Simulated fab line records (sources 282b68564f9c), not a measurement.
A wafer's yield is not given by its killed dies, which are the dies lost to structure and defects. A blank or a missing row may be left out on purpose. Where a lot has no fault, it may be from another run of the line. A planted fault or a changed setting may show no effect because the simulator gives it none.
Which tool did it? || flow rit-cmos || 42 wafers from 14 lots sampled at 4 of the route's 202 steps

== WHAT THE GAUGES SHOWED, per wafer ==
RIT_M1_THK_MEAS_02: measures by xrf. Usual: M1_AL_THK gives 405 nm (standard deviation 5).
{"lot": "L165", "measured": "day 3 16:37", "on": "film-metro-01", "M1_AL_THK (nm)": "404 414 410", "flag": ""}
{"lot": "L166", "measured": "day 3 20:47", "on": "film-metro-01", "M1_AL_THK (nm)": "410 407 411", "flag": ""}
{"lot": "L167", "measured": "day 4 01:50", "on": "film-metro-01", "M1_AL_THK (nm)": "411 408 413", "flag": ""}
{"lot": "L168", "measured": "day 4 08:08", "on": "film-metro-01", "M1_AL_THK (nm)": "411 409 407", "flag": ""}
{"lot": "L169", "measured": "day 4 14:44", "on": "film-metro-02", "M1_AL_THK (nm)": "401 405 405", "flag": ""}
{"lot": "L170", "measured": "day 4 17:25", "on": "film-metro-01", "M1_AL_THK (nm)": "405 411 403", "flag": ""}
{"lot": "L171", "measured": "day 4 21:13", "on": "film-metro-02", "M1_AL_THK (nm)": "407 406 401", "flag": ""}
{"lot": "L172", "measured": "day 5 04:19", "on": "film-metro-02", "M1_AL_THK (nm)": "396 395 399", "flag": ""}
{"lot": "L173", "measured": "day 5 05:23", "on": "film-metro-01", "M1_AL_THK (nm)": "407 408 406", "flag": ""}
{"lot": "L178", "measured": "day 6 03:46", "on": "film-metro-02", "M1_AL_THK (nm)": "407 405 408", "flag": ""}
{"lot": "L180", "measured": "day 6 16:16", "on": "film-metro-01", "M1_AL_THK (nm)": "410 407 405", "flag": ""}
{"lot": "L184", "measured": "day 7 06:50", "on": "film-metro-02", "M1_AL_THK (nm)": "399 397 399", "flag": ""}
{"lot": "L185", "measured": "day 7 13:52", "on": "film-metro-01", "M1_AL_THK (nm)": "403 404 408", "flag": ""}
{"lot": "L186", "measured": "day 7 20:55", "on": "film-metro-01", "M1_AL_THK (nm)": "404 396 401", "flag": ""}

RIT_M1_OVL_MEAS_10. Usual: M1_OVL gives -0.1 nm (standard deviation 1.2).
{"lot": "L165", "measured": "day 3 17:41", "on": "overlay-02", "M1_OVL (nm)": "0.3 0.7 -0.3", "flag": ""}
{"lot": "L166", "measured": "day 3 21:51", "on": "overlay-01", "M1_OVL (nm)": "1.6 2.2 0.7", "flag": ""}
{"lot": "L167", "measured": "day 4 02:54", "on": "overlay-02", "M1_OVL (nm)": "-0.1 0.3 -0.5", "flag": ""}
{"lot": "L168", "measured": "day 4 09:37", "on": "overlay-02", "M1_OVL (nm)": "1.4 0.2 1.7", "flag": ""}
{"lot": "L169", "measured": "day 4 15:58", "on": "overlay-01", "M1_OVL (nm)": "-1.5 -0.9 0.4", "flag": ""}
{"lot": "L170", "measured": "day 4 18:33", "on": "overlay-01", "M1_OVL (nm)": "1.9 1.7 1.5", "flag": ""}
{"lot": "L171", "measured": "day 4 22:26", "on": "overlay-02", "M1_OVL (nm)": "1.0 -0.1 0.4", "flag": ""}
{"lot": "L172", "measured": "day 5 05:29", "on": "overlay-01", "M1_OVL (nm)": "0.9 -0.3 1.8", "flag": ""}
{"lot": "L173", "measured": "day 5 06:29", "on": "overlay-01", "M1_OVL (nm)": "-0.4 -1.0 0.3", "flag": ""}
{"lot": "L178", "measured": "day 6 04:56", "on": "overlay-01", "M1_OVL (nm)": "-4.7 -0.3 -3.6", "flag": ""}
{"lot": "L180", "measured": "day 6 17:19", "on": "overlay-01", "M1_OVL (nm)": "-1.0 -0.4 -0.9", "flag": ""}
{"lot": "L184", "measured": "day 7 07:54", "on": "overlay-01", "M1_OVL (nm)": "1.2 -0.3 -0.4", "flag": ""}
{"lot": "L185", "measured": "day 7 14:55", "on": "overlay-02", "M1_OVL (nm)": "-1.0 -0.9 0.3", "flag": ""}
{"lot": "L186", "measured": "day 7 22:32", "on": "overlay-02", "M1_OVL (nm)": "0.1 0.1 0.7", "flag": ""}

== WHICH TOOL RAN EACH LOT (tool, then ch and the chambers of the sampled wafers, then the start) ==
{"lot": "L165", "RIT_PSD_HARDBAKE_07": "litho-track-01 ch 0, day 3 11:28", "RIT_SDANNEAL_RTA_03": "rtp-anneal-01 ch 0, day 3 12:43"}
{"lot": "L166", "RIT_PSD_HARDBAKE_07": "litho-track-02 ch 0, day 3 15:58", "RIT_SDANNEAL_RTA_03": "rtp-anneal-02 ch 0, day 3 17:02"}
{"lot": "L167", "RIT_PSD_HARDBAKE_07": "litho-track-02 ch 0, day 3 21:12", "RIT_SDANNEAL_RTA_03": "rtp-anneal-01 ch 0, day 3 22:08"}
{"lot": "L168", "RIT_PSD_HARDBAKE_07": "litho-track-02 ch 0, day 4 03:20", "RIT_SDANNEAL_RTA_03": "rtp-anneal-02 ch 0, day 4 04:13"}
{"lot": "L169", "RIT_PSD_HARDBAKE_07": "litho-track-01 ch 0, day 4 10:01", "RIT_SDANNEAL_RTA_03": "rtp-anneal-01 ch 0, day 4 10:55"}
{"lot": "L170", "RIT_PSD_HARDBAKE_07": "litho-track-02 ch 0, day 4 12:27", "RIT_SDANNEAL_RTA_03": "rtp-anneal-02 ch 0, day 4 13:18"}
{"lot": "L171", "RIT_PSD_HARDBAKE_07": "litho-track-01 ch 0, day 4 16:27", "RIT_SDANNEAL_RTA_03": "rtp-anneal-01 ch 0, day 4 17:21"}
{"lot": "L172", "RIT_PSD_HARDBAKE_07": "litho-track-01 ch 0, day 4 23:45", "RIT_SDANNEAL_RTA_03": "rtp-anneal-02 ch 0, day 5 00:37"}
{"lot": "L173", "RIT_PSD_HARDBAKE_07": "litho-track-01 ch 0, day 5 00:46", "RIT_SDANNEAL_RTA_03": "rtp-anneal-01 ch 0, day 5 01:38"}
{"lot": "L178", "RIT_PSD_HARDBAKE_07": "litho-track-04 ch 0, day 5 23:05", "RIT_SDANNEAL_RTA_03": "rtp-anneal-02 ch 0, day 5 23:58"}
{"lot": "L180", "RIT_PSD_HARDBAKE_07": "litho-track-01 ch 0, day 6 11:33", "RIT_SDANNEAL_RTA_03": "rtp-anneal-02 ch 0, day 6 12:29"}
{"lot": "L184", "RIT_PSD_HARDBAKE_07": "litho-track-04 ch 0, day 7 02:12", "RIT_SDANNEAL_RTA_03": "rtp-anneal-02 ch 0, day 7 03:06"}
{"lot": "L185", "RIT_PSD_HARDBAKE_07": "litho-track-02 ch 0, day 7 09:01", "RIT_SDANNEAL_RTA_03": "rtp-anneal-01 ch 0, day 7 09:55"}
{"lot": "L186", "RIT_PSD_HARDBAKE_07": "litho-track-02 ch 0, day 7 16:09", "RIT_SDANNEAL_RTA_03": "rtp-anneal-02 ch 0, day 7 17:03"}
- RIT_PSD_HARDBAKE_07: time 60 s.
- RIT_SDANNEAL_RTA_03: time 5 s.

== AS READ BY THE TOOLS THEMSELVES (means over the sampled wafers that have a number; for cases with no such wafer, the mark the record gives instead) ==
RIT_PSD_HARDBAKE_07. Usual: heater-power-total-W 62.55 W, standard deviation 0.049; plate-temp-C 140.01 C, standard deviation 0.13.
{"lot": "L165", "tool": "litho-track-01", "heater-power-total-W (W)": 62.54, "plate-temp-C (C)": 140.09, "flag": ""}
{"lot": "L166", "tool": "litho-track-02", "heater-power-total-W (W)": 62.60, "plate-temp-C (C)": 140.11, "flag": ""}
{"lot": "L167", "tool": "litho-track-02", "heater-power-total-W (W)": 62.51, "plate-temp-C (C)": 140.06, "flag": ""}
{"lot": "L168", "tool": "litho-track-02", "heater-power-total-W (W)": 62.60, "plate-temp-C (C)": 140.06, "flag": ""}
{"lot": "L169", "tool": "litho-track-01", "heater-power-total-W (W)": 62.55, "plate-temp-C (C)": 139.90, "flag": ""}
{"lot": "L170", "tool": "litho-track-02", "heater-power-total-W (W)": 62.51, "plate-temp-C (C)": 139.96, "flag": ""}
{"lot": "L171", "tool": "litho-track-01", "heater-power-total-W (W)": 62.53, "plate-temp-C (C)": 139.99, "flag": ""}
{"lot": "L172", "tool": "litho-track-01", "heater-power-total-W (W)": 62.52, "plate-temp-C (C)": 140.03, "flag": ""}
{"lot": "L173", "tool": "litho-track-01", "heater-power-total-W (W)": 61.19, "plate-temp-C (C)": 137.52, "flag": "OFF"}
{"lot": "L178", "tool": "litho-track-04", "heater-power-total-W (W)": 62.53, "plate-temp-C (C)": 140.20, "flag": ""}
{"lot": "L180", "tool": "litho-track-01", "heater-power-total-W (W)": 61.16, "plate-temp-C (C)": 137.64, "flag": "OFF"}
{"lot": "L184", "tool": "litho-track-04", "heater-power-total-W (W)": 62.54, "plate-temp-C (C)": 139.92, "flag": ""}
{"lot": "L185", "tool": "litho-track-02", "heater-power-total-W (W)": 62.54, "plate-temp-C (C)": 140.00, "flag": ""}
{"lot": "L186", "tool": "litho-track-02", "heater-power-total-W (W)": 62.54, "plate-temp-C (C)": 139.86, "flag": ""}

RIT_SDANNEAL_RTA_03. Usual: anneal-temp-c-max 1054.5, standard deviation 0.87; ramp-up-c-per-s 342.00, standard deviation 0.064; wafer_temp_C_max 1053.5, standard deviation 1.2.
{"lot": "L165", "tool": "rtp-anneal-01", "anneal-temp-c-max": 1053.6, "ramp-up-c-per-s": 342.04, "wafer_temp_C_max": 1053.4, "flag": ""}
{"lot": "L166", "tool": "rtp-anneal-02", "anneal-temp-c-max": 1054.8, "ramp-up-c-per-s": 342.01, "wafer_temp_C_max": 1052.1, "flag": ""}
{"lot": "L167", "tool": "rtp-anneal-01", "anneal-temp-c-max": 1054.2, "ramp-up-c-per-s": 342.00, "wafer_temp_C_max": 1052.8, "flag": ""}
{"lot": "L168", "tool": "rtp-anneal-02", "anneal-temp-c-max": 1054.5, "ramp-up-c-per-s": 341.93, "wafer_temp_C_max": 1052.6, "flag": ""}
{"lot": "L169", "tool": "rtp-anneal-01", "anneal-temp-c-max": 1053.8, "ramp-up-c-per-s": 342.03, "wafer_temp_C_max": 1053.2, "flag": ""}
{"lot": "L170", "tool": "rtp-anneal-02", "anneal-temp-c-max": 1055.1, "ramp-up-c-per-s": 342.01, "wafer_temp_C_max": 1052.6, "flag": ""}
{"lot": "L171", "tool": "rtp-anneal-01", "anneal-temp-c-max": 1055.1, "ramp-up-c-per-s": 342.01, "wafer_temp_C_max": 1053.4, "flag": ""}
{"lot": "L172", "tool": "rtp-anneal-02", "anneal-temp-c-max": 1055.0, "ramp-up-c-per-s": 341.98, "wafer_temp_C_max": 1052.2, "flag": ""}
{"lot": "L173", "tool": "rtp-anneal-01", "anneal-temp-c-max": 1053.9, "ramp-up-c-per-s": 341.94, "wafer_temp_C_max": 1052.3, "flag": ""}
{"lot": "L178", "tool": "rtp-anneal-02", "anneal-temp-c-max": 1055.0, "ramp-up-c-per-s": 341.97, "wafer_temp_C_max": 1054.0, "flag": ""}
{"lot": "L180", "tool": "rtp-anneal-02", "anneal-temp-c-max": 1055.1, "ramp-up-c-per-s": 341.97, "wafer_temp_C_max": 1053.2, "flag": ""}
{"lot": "L184", "tool": "rtp-anneal-02", "anneal-temp-c-max": 1054.1, "ramp-up-c-per-s": 341.98, "wafer_temp_C_max": 1054.3, "flag": ""}
{"lot": "L185", "tool": "rtp-anneal-01", "anneal-temp-c-max": 1054.1, "ramp-up-c-per-s": 342.03, "wafer_temp_C_max": 1054.2, "flag": ""}
{"lot": "L186", "tool": "rtp-anneal-02", "anneal-temp-c-max": 1055.6, "ramp-up-c-per-s": 342.00, "wafer_temp_C_max": 1055.2, "flag": ""}

== THE ANSWER, worked out from the rows above alone ==
Rule: a lot is off if the mean of its wafers that have a number lies more than 3 standard deviations from the usual mean. A lot without any number at a reading at which 4 lots or more have one is off too. All remaining lots with rows at the step are treated as sound. After the gauges, taken in route order, come the tools' own readings; for these a lot's mean is taken, as printed above. The first step at which some lot is off is used, and at that step the reading that is off furthest; a lot without a number counts as furthest.
Off at RIT_PSD_HARDBAKE_07 (heater-power-total-W): L173, L180.
If a tool, at that step or one of the process steps before it, ran each lot that is off and ran no sound lot following the first of them, it fits. One fits: litho-track-01 at RIT_PSD_HARDBAKE_07. Its last sound lot is L172 (day 4 23:45), its first lot that is off L173 (day 5 00:46): a fault that began between those two fits.
The tool's own readings at RIT_PSD_HARDBAKE_07 bear it out: on the lots that are off they differ by more than 5 times the standard deviation of the sound lots' means. heater-power-total-W reads 61.17 W there against 62.54 W on the sound lots; plate-temp-C reads 137.58 C there against 140.02 C on the sound lots.

== WHAT HAD BEEN PUT IN BY THE SIMULATOR ==
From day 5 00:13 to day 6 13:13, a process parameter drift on litho-track-01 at RIT_PSD_HARDBAKE_07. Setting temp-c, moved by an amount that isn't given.
Lots struck among those shown: L173, L180. The rule above found the same.
